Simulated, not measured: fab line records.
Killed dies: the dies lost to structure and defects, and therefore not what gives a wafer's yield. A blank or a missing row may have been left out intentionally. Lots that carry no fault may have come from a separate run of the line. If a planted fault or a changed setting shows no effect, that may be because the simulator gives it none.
Comparing a struck lot with a sound one + flow rit-cmos + 39 steps out of a route of 202
Sound: wafers L399.1, L399.3, L399.5. Struck: wafers L407.3, L407.4, L407.5. At the end, the cause is stated.
Each step with rows lists, per side, the tool, then ch with its chambers, then its first start. Under that, the readings that differ: sound wafers + struck wafers + difference of the means + sigmas: that difference in standard deviations of wafers without a fault.
alike: readings with means less than 2 such deviations apart, plus words and numbers identical on both sides. not compared: withheld readings, readings lacking a value on some wafer, bounds such as >300 that could conceal the same value, and numbers that have no deviation in the record and whose values overlap.
A row with sigmas, a row that says differs or no value, or rows on one side alone: a step with any of these is where the two part. Numbers that have no deviation but don't overlap get no sigmas and don't part them. A reading missing from all wafers of one side parts the sides only when that side holds two or more wafers.

first, 3 steps without rows for these wafers: RIT_GATE_EXPOSE_13 (exposes mask M6, target cd 150 nm); RIT_GATE_PEB_14; RIT_GATE_DEVELOP_15 (develop time 50 s).
RIT_GATE_CD_MEAS_16 targets a cd of 150 nm.
  sound: cd-sem-02 at day 2 23:02; struck: cd-sem-01 at day 4 19:52
  alike: cd-nm
RIT_GATE_OVL_MEAS_17:
  sound: overlay-01 at day 2 23:11; struck: overlay-02 at day 4 19:57
  alike: GATE_OVL
then, 1 step without rows for these wafers: RIT_GATE_HARDBAKE_18 (time 60 s).
RIT_GATE_ETCH_19: etches poly-Si in SF6/CHF3/O2, stops on SiO2, time 165 s, target depth 312.5 nm.
  sound on rie-si-01 ch 0,1,2, day 2 23:29; struck on rie-si-01 ch 0,1,3, day 4 20:08
  alike: drypump-motor-current-A, oes-product-au, throttle-valve-pct
  not compared: rf-hours-counter-h
RIT_GATE_STRIP_20: strips in O2, time 180 s.
  sound on plasma-asher-01 ch 0,1, day 2 23:36; struck on plasma-asher-03 ch 0,1, day 4 20:17
  alike: drypump-motor-current-A
  not compared: rf-hours-counter-h
RIT_GATE_CD_MEAS_90 targets a cd of 150 nm.
  sound: cd-sem-01 at day 2 23:46; struck: cd-sem-01 at day 4 20:27
  alike: cd-nm
then, 3 steps without rows for these wafers: RIT_REOX_CLEAN_00 (cleans in SC1, time 600 s); RIT_REOX_CLEAN_01 (cleans in dHF, time 30 s); RIT_REOX_CLEAN_02 (cleans in SC2, time 600 s).
RIT_REOX_OXIDATION_03: target thk 25.2 nm, ox time 5580 s.
  sound on furnace-04 ch 0, day 3 00:59; struck on furnace-01 ch 0, day 4 20:55
| reading                                     | sound                | struck               | difference | sigmas      |
|---------------------------------------------|----------------------|----------------------|------------|-------------|
| spike-tc-centre-C (C)                       | 906.1 905.8 902.8    | 916.8 917.3 917.5    | +12.3      | +9          |
| spike-tc-load-C (C)                         | 926.9 926.8 928.4    | 938.8 941.0 939.5    | +12.4      | +8          |
| spike-tc-source-C (C)                       | 917 914 916          | 940 939 937          | +23        | +5          |
| tube-center-temp-C (C)                      | 899.93 900.05 900.08 | 915.09 914.91 914.96 | +14.97     | +99 or more |
| tube_center_temp_C_max                      | 903.2 902.2 902.4    | 917.1 917.2 917.0    | +14.5      | +35         |
| model.SiO2_of_REOX_OXIDATION_03.thk-nm (nm) | 24.85 25.3 25.43     | 29.48 29.77 29.5     | +4.39      |             |
RIT_REOX_THK_MEAS_04:
  sound: film-metro-01 at day 3 03:32; struck: film-metro-02 at day 4 23:29
| reading             | sound          | struck         | difference | sigmas |
|---------------------|----------------|----------------|------------|--------|
| REOX_OXIDE_THK (nm) | 24.8 25.3 25.4 | 29.4 29.8 29.5 | +4.4       | +9     |
then, 6 steps without rows for these wafers: RIT_NLDD_HMDS_00 (prime time 60 s); RIT_NLDD_COAT_01 (resist thk 1000 nm); RIT_NLDD_SOFTBAKE_02 (time 60 s); RIT_NLDD_EXPOSE_03 (exposes mask M7, target cd 40700 nm); RIT_NLDD_PEB_04; RIT_NLDD_DEVELOP_05 (develop time 50 s).
RIT_NLDD_OVL_MEAS_06:
  sound: overlay-02 at day 3 04:37; struck: overlay-01 at day 5 00:37
  alike: NLDD_OVL
then, 2 steps without rows for these wafers: RIT_NLDD_HARDBAKE_07 (time 60 s); RIT_NLDD_IMPLANT_08.
RIT_NLDD_STRIP_09: strips in O2, time 180 s.
  sound on plasma-asher-03 ch 0,1, day 3 04:57; struck on plasma-asher-02 ch 0,1, day 5 01:00
  alike: drypump-motor-current-A
  not compared: rf-hours-counter-h
RIT_NLDD_TW_MEAS_10:
  sound: film-metro-04 at day 3 05:07; struck: film-metro-04 at day 5 01:08
  alike: NLDD_TW
then, 6 steps without rows for these wafers: RIT_PLDD_HMDS_00 (prime time 60 s); RIT_PLDD_COAT_01 (resist thk 1000 nm); RIT_PLDD_SOFTBAKE_02 (time 60 s); RIT_PLDD_EXPOSE_03 (exposes mask M8, target cd 40900 nm); RIT_PLDD_PEB_04; RIT_PLDD_DEVELOP_05 (develop time 50 s).
RIT_PLDD_OVL_MEAS_06:
  sound: overlay-01 at day 3 06:02; struck: overlay-02 at day 5 02:03
  alike: PLDD_OVL
then, 2 steps without rows for these wafers: RIT_PLDD_HARDBAKE_07 (time 60 s); RIT_PLDD_IMPLANT_08.
RIT_PLDD_STRIP_09: strips in O2, time 180 s.
  sound on plasma-asher-04 ch 0,1, day 3 06:39; struck on plasma-asher-02 ch 0,1, day 5 02:26
  alike: drypump-motor-current-A
  not compared: rf-hours-counter-h
RIT_PLDD_TW_MEAS_10:
  sound: film-metro-04 at day 3 06:50; struck: film-metro-04 at day 5 02:34
  alike: PLDD_TW
RIT_SPACER_CLEAN_00: cleans in SC1, time 600 s.
  sound on wet-bench-04 ch 3, day 3 06:53; struck on wet-bench-02 ch 3, day 5 02:37
| reading                                     | sound             | struck            | difference | sigmas |
|---------------------------------------------|-------------------|-------------------|------------|--------|
| model.SiO2_of_REOX_OXIDATION_03.thk-nm (nm) | 22.94 23.36 23.47 | 27.19 27.46 27.22 | +4.03      |        |
then, 1 step without rows for these wafers: RIT_SPACER_CLEAN_01 (cleans in dHF, time 30 s).
RIT_M1_PROBE_99:
  sound: prober-01 at day 3 20:51; struck: prober-02 at day 5 16:23
| reading                             | sound             | struck            | difference | sigmas |
|-------------------------------------|-------------------|-------------------|------------|--------|
| model.etest.pmos-turned.r-on-ohm-um | 3381 3406 3469    | 4545 4732 4474    | +1165      |        |
| model.etest.pmos_0p3.r-on-ohm-um    | 6184 6171 6241    | 6596 6644 6559    | +401       |        |
| model.etest.pmos_0p15.r-on-ohm-um   | 2723 2747 2774    | 3220 3304 3164    | +481       |        |
| model.etest.pldd.rs-ohm-sq          | 509.3 530.9 533.5 | 883.6 930 885.5   | +375.1     |        |
| model.etest.nmos_0p3.r-on-ohm-um    | 2095 2131 2139    | 2217 2236 2181    | +90        |        |
| model.etest.nmos_0p15.r-on-ohm-um   | 1108 1144 1142    | 1220 1261 1177    | +88        |        |
| model.etest.nmos-turned.drive-ua-um | 331.5 333.3 323.3 | 245.3 231.5 245.3 | -88.7      |        |
| model.etest.pldd.line-ohm-um        | 162.9 165.9 167.2 | 282.9 295.8 281.1 | +121.3     |        |
  alike: killed-at-contacts, killed-at-front-end, killed-dies, killed-open, killed-short

## WHERE THEY PART
Earliest at RIT_REOX_OXIDATION_03; latest, in this record, at RIT_REOX_THK_MEAS_04. Later steps at which nothing parts them and some readings are alike: RIT_NLDD_OVL_MEAS_06, RIT_NLDD_STRIP_09, RIT_NLDD_TW_MEAS_10, RIT_PLDD_OVL_MEAS_06, RIT_PLDD_STRIP_09, RIT_PLDD_TW_MEAS_10, RIT_M1_PROBE_99.

WHY: what had been put in by the simulator
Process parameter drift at RIT_REOX_OXIDATION_03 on furnace-01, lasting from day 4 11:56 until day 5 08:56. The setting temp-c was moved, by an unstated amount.
